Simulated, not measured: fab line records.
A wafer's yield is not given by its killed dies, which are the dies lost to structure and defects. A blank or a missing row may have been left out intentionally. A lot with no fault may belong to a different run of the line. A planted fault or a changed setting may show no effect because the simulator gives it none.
The tool behind it: which one? -- flow berkeley_cmos170 -- 10 lots, 30 wafers sampled, at 3 steps of a route of 331

## WHAT THE GAUGES SHOWED, per wafer
UCB170_M3_OVL_MEAS_16.
lot,measured,on,M3_OVL (nm)
L355,day 9 02:46,overlay-01,1 2 3
L356,day 9 11:03,overlay-01,13 -2 3
L357,day 9 15:56,overlay-02,6 1 3
L358,day 9 18:42,overlay-01,89 85 91
L359,day 9 15:06,overlay-02,-6 -7 -1
L360,day 10 02:41,overlay-01,6 -3 11
L362,day 10 04:30,overlay-01,86 83 88
L364,day 10 15:46,overlay-02,-5 -2 -5
L374,day 12 22:18,overlay-01,5 -3 0
L375,day 12 22:51,overlay-02,-4 4 3

## WHICH TOOL RAN EACH LOT (tool, then ch and the chambers of the sampled wafers, then the start)
lot,UCB170_CONTACT_STRIP_06,UCB170_M3_EXPOSE_12
L355,"plasma_asher-01 ch 1, day 8 08:14","krf_scanner-02 ch 0, day 9 02:16"
L356,"plasma_asher-04 ch 0,1, day 8 16:05","krf_scanner-01 ch 0, day 9 10:33"
L357,"plasma_asher-04 ch 0,1, day 9 00:14","krf_scanner-02 ch 0, day 9 15:25"
L358,"plasma_asher-01 ch 0,1, day 9 00:14","krf_scanner-02 ch 0, day 9 17:54"
L359,"plasma_asher-01 ch 0,1, day 8 22:29","krf_scanner-02 ch 0, day 9 14:23"
L360,"plasma_asher-04 ch 0,1, day 9 08:34","krf_scanner-01 ch 0, day 10 01:19"
L362,"plasma_asher-01 ch 0, day 9 10:31","krf_scanner-02 ch 0, day 10 03:31"
L364,"plasma_asher-01 ch 0,1, day 9 21:40","krf_scanner-01 ch 0, day 10 15:03"
L374,"plasma_asher-04 ch 0,1, day 11 22:35","krf_scanner-01 ch 0, day 12 21:25"
L375,"plasma_asher-03 ch 0,1, day 11 22:35","krf_scanner-01 ch 0, day 12 21:54"
- UCB170_CONTACT_STRIP_06: strips in O2.
- UCB170_M3_EXPOSE_12: exposes mask METAL3, target cd 700 nm.

## THE ANSWER, worked out from the rows above alone
Rule: usual is defined by the lots themselves. The widest of any qualifying gaps counts: lots, ordered by their means at a reading, are off when they make up no more than a third of the lots, leave a main group of 4 or more, and stand apart from it by 3 or more times the standard deviation of that group's means. Not used: any main group whose means are identical at the precision the tables above print for the reading. A lot without any number at a reading at which 4 lots or more have one is off too. All remaining lots with rows at the step are treated as sound.
Off: L358, L362, seen at UCB170_M3_OVL_MEAS_16 (M3_OVL). For the main group the mean is 1 nm and the standard deviation 3.4.
If a tool, at a process step before that reading, ran all the lots that are off and no sound lot after the first of them, it fits. Gauges at UCB170_M3_OVL_MEAS_16: tried the same way as those tools. One fits: krf_scanner-02 at UCB170_M3_EXPOSE_12. Its last sound lot is L357 (day 9 15:25), its first lot that is off L358 (day 9 17:54): a fault that began between those two fits.

## WHAT THE SIMULATOR HAD PUT IN
Scanner matching overlay: krf_scanner-02, from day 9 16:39 on, at UCB170_M3_EXPOSE_12. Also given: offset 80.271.
Shown lots that were struck: L358, L362. The rule given above showed the same thing.
